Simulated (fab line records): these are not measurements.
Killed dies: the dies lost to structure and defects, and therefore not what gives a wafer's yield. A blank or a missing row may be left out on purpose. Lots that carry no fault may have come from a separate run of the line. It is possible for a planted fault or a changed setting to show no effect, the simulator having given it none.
A struck lot beside a sound one || flow rit cmos || 43 out of 202 route steps
Sound: these wafers, L360.1, L360.5, L360.6. Struck: wafers L368.3, L368.4, L368.6. At the end, the cause is stated.
For every step that has rows: the tool of each side, followed by ch and its chambers, followed by its first start. Under that, the readings that differ: sound wafers || struck wafers || difference of the means || sigmas: that difference in standard deviations of wafers without a fault.
alike: readings whose means differ by less than 2 such deviations, and words and numbers that are the same on both sides. not compared: withheld readings, readings that some wafer has no value for, bounds like >300 that may hide the same value, and numbers for which the record gives no deviation and whose values overlap.
The two part at a step that has a row with sigmas, a row that says differs or no value, or rows on one side only. Non-overlapping numbers with no deviation appear without sigmas and do not part them. Lack of a reading on every wafer of one side parts them only where that side has two or more wafers.

first, 3 steps without rows for these wafers: RIT_SDANNEAL_CLEAN_00 (cleans in SC1, time 600 s); RIT_SDANNEAL_CLEAN_01 (cleans in dHF, time 30 s); RIT_SDANNEAL_CLEAN_02 (cleans in SC2, time 600 s).
RIT_SDANNEAL_RTA_03: time 5 s.
  sound on rtp anneal-02 ch 0, day 3 02:29; struck on rtp anneal-02 ch 0, day 4 18:31
  alike: wafer_temp_C_max
RIT_SDANNEAL_RS_MEAS_04: measures by four-point-probe.
  sound: film metro-04 at day 3 02:32; struck: film metro-04 at day 4 18:35
  alike: PSD_RS
RIT_SDANNEAL_RS_MEAS_05: measures by four-point-probe.
  sound: film metro-04 at day 3 02:40; struck: film metro-04 at day 4 18:43
{"reading": "NSD_RS (ohm/sq)", "sound": "84.7 84.8 85.0", "struck": "84.1 84.0 84.3", "difference": -0.7, "sigmas": -2}
RIT_SDANNEAL_RS_MEAS_06: measures by four-point-probe.
  sound: film metro-04 at day 3 02:47; struck: film metro-04 at day 4 18:50
  alike: PLDD_RS
RIT_SDANNEAL_RS_MEAS_07: measures by four-point-probe.
  sound: film metro-04 at day 3 02:54; struck: film metro-04 at day 4 18:57
  alike: NLDD_RS
then, 2 steps without rows for these wafers: RIT_SILICIDE_WET_ETCH_00 (etches SiO2 in BOE, target depth 14 nm, time 15 s); RIT_SILICIDE_SPUTTER_01 (material Ti, target thk 30 nm, time 240 s).
RIT_SILICIDE_RS_MEAS_02: measures by four-point-probe.
  sound: film metro-01 at day 3 03:11; struck: film metro-03 at day 4 19:14
  alike: SILICIDE_TI_RS
RIT_SILICIDE_THK_MEAS_03: measures by xrf.
  sound: film metro-01 at day 3 03:18; struck: film metro-03 at day 4 19:20
{"reading": "SILICIDE_TI_THK (nm)", "sound": "30.07 29.86 29.79", "struck": "29.07 29.14 29.25", "difference": -0.75, "sigmas": -3}
RIT_SILICIDE_RTA_04: time 10 s, ramp up 5 s, ramp down 5 s.
  sound on rtp anneal-01 ch 0, day 3 03:22; struck on rtp anneal-01 ch 0, day 4 19:24
  alike: wafer_temp_C_max
then, 1 step without rows for these wafers: RIT_SILICIDE_WET_ETCH_05 (etches Ti in SPM, time 120 s).
RIT_SILICIDE_RTA_06: time 10 s, ramp up 5 s, ramp down 10 s.
  sound on rtp anneal-02 ch 0, day 3 03:28; struck on rtp anneal-02 ch 0, day 4 19:31
  alike: wafer_temp_C_max
RIT_CONTACT_CVD_00: deposits SiO2 from TEOS, target thk 400 nm, time 61 s.
  sound on pecvd-04 ch 1,2, day 3 03:32; struck on pecvd-01 ch 0,2, day 4 19:35
  alike: heater power w
RIT_CONTACT_THK_MEAS_01:
  sound: film metro-02 at day 3 03:35; struck: film metro-02 at day 4 19:39
  alike: CONTACT_TEOS_THK
then, 6 steps without rows for these wafers: RIT_CONTACT_HMDS_02 (prime time 60 s); RIT_CONTACT_COAT_03 (resist thk 1000 nm); RIT_CONTACT_SOFTBAKE_04 (time 60 s); RIT_CONTACT_EXPOSE_05 (exposes mask M11, target cd 1000 nm); RIT_CONTACT_PEB_06; RIT_CONTACT_DEVELOP_07 (develop time 120 s).
RIT_CONTACT_CD_MEAS_08: the cd target is 1000 nm.
  sound: cd sem-02 at day 3 04:37; struck: cd sem-01 at day 4 20:51
  alike: cd nm
RIT_CONTACT_OVL_MEAS_09:
  sound: overlay-02 at day 3 04:44; struck: overlay-01 at day 4 20:56
  alike: CONTACT_OVL
then, 1 step without rows for these wafers: RIT_CONTACT_HARDBAKE_10 (time 60 s).
RIT_CONTACT_ETCH_11: etches SiO2 in CHF3/CF4/Ar, stops on TiSi2, target depth 480 nm, time 320 s.
  sound on rie diel-04 ch 0,3, day 3 04:55; struck on rie diel-04 ch 0,2,3, day 4 21:07
  alike: drypump motor current A, mfc ar sccm, oes product au, throttle valve pct
  not compared: rf hours counter h
then, 1 step without rows for these wafers: RIT_CONTACT_STRIP_12 (strips in O2, time 180 s).
RIT_CONTACT_CD_MEAS_90: the cd target is 1000 nm.
  sound: cd sem-01 at day 3 05:17; struck: cd sem-02 at day 4 21:32
  alike: cd nm
then, 2 steps without rows for these wafers: RIT_CONTACT_CLEAN_13 (cleans in SC1, time 600 s); RIT_CONTACT_CLEAN_14 (cleans in SC2, time 600 s).
RIT_M1_SPUTTER_00: material Al, target thk 400 nm, time 500 s.
  sound: pvd sputter-04 at day 3 05:47; struck: pvd sputter-04 at day 4 21:58
  alike: throttle valve pct
RIT_M1_RS_MEAS_01: measures by four-point-probe.
  sound: film metro-04 at day 3 06:04; struck: film metro-03 at day 4 22:17
  alike: M1_AL_RS
RIT_M1_THK_MEAS_02: measures by xrf.
  sound: film metro-04 at day 3 06:11; struck: film metro-03 at day 4 22:23
  alike: M1_AL_THK
then, 6 steps without rows for these wafers: RIT_M1_HMDS_03 (prime time 60 s); RIT_M1_COAT_04 (resist thk 1300 nm); RIT_M1_SOFTBAKE_05 (time 60 s); RIT_M1_EXPOSE_06 (exposes mask M12, target cd 2600 nm); RIT_M1_PEB_07; RIT_M1_DEVELOP_08 (develop time 68.94 s).
RIT_M1_CD_MEAS_09: the cd target is 2600 nm.
  sound: cd sem-02 at day 3 07:16; struck: cd sem-01 at day 4 23:29
{"reading": "cd nm (nm)", "sound": "2601.8 2600.3 2602.9", "struck": "2594.5 2598.3 2596.4", "difference": -5.3, "sigmas": -2}
RIT_M1_OVL_MEAS_10:
  sound: overlay-02 at day 3 07:23; struck: overlay-02 at day 4 23:34
  alike: M1_OVL
RIT_M1_PROBE_99:
  sound: prober-02 at day 3 09:56; struck: prober-02 at day 5 02:12
{"reading": "model.etest.npoly line.line ohm um", "sound": "168 168.6 165.8", "struck": "196.9 194.7 191.1", "difference": "+26.8", "sigmas": ""}
{"reading": "model.etest.ppoly line.line ohm um", "sound": "160.5 164.1 158.6", "struck": "187.8 183.3 183", "difference": "+23.6", "sigmas": ""}
{"reading": "model.etest.contact nplus.end ohm um", "sound": "41.88 41.5 42.86", "struck": "32.5 33.11 32.98", "difference": -9.2, "sigmas": ""}
{"reading": "model.etest.contact pplus.end ohm um", "sound": "44.36 44.3 44.39", "struck": "36.36 35.65 35.91", "difference": -8.38, "sigmas": ""}
{"reading": "model.etest.ppoly line.width nm (nm)", "sound": "102.5 100.9 104", "struck": "115.3 116.3 118.8", "difference": "+14.3", "sigmas": ""}
{"reading": "model.etest.npoly line.width nm (nm)", "sound": "101.4 101.1 103.2", "struck": "115.3 116.2 117.5", "difference": "+14.4", "sigmas": ""}
{"reading": "model.etest.npoly line.rs ohm sq", "sound": "16.97 17.02 17.1", "struck": "22.82 22.59 22.82", "difference": "+5.71", "sigmas": ""}
{"reading": "model.etest.ppoly line.rs ohm sq", "sound": "16.42 16.52 16.54", "struck": "21.73 21.89 21.69", "difference": "+5.28", "sigmas": ""}
  alike: killed at contacts, killed at front end, killed dies, killed open, killed short

## WHERE THEY PART
Earliest at RIT_SDANNEAL_RS_MEAS_05; latest, in this record, at RIT_M1_CD_MEAS_09. Later steps at which nothing parts them and some readings are alike: RIT_M1_OVL_MEAS_10, RIT_M1_PROBE_99.

WHY: what had been put in by the simulator
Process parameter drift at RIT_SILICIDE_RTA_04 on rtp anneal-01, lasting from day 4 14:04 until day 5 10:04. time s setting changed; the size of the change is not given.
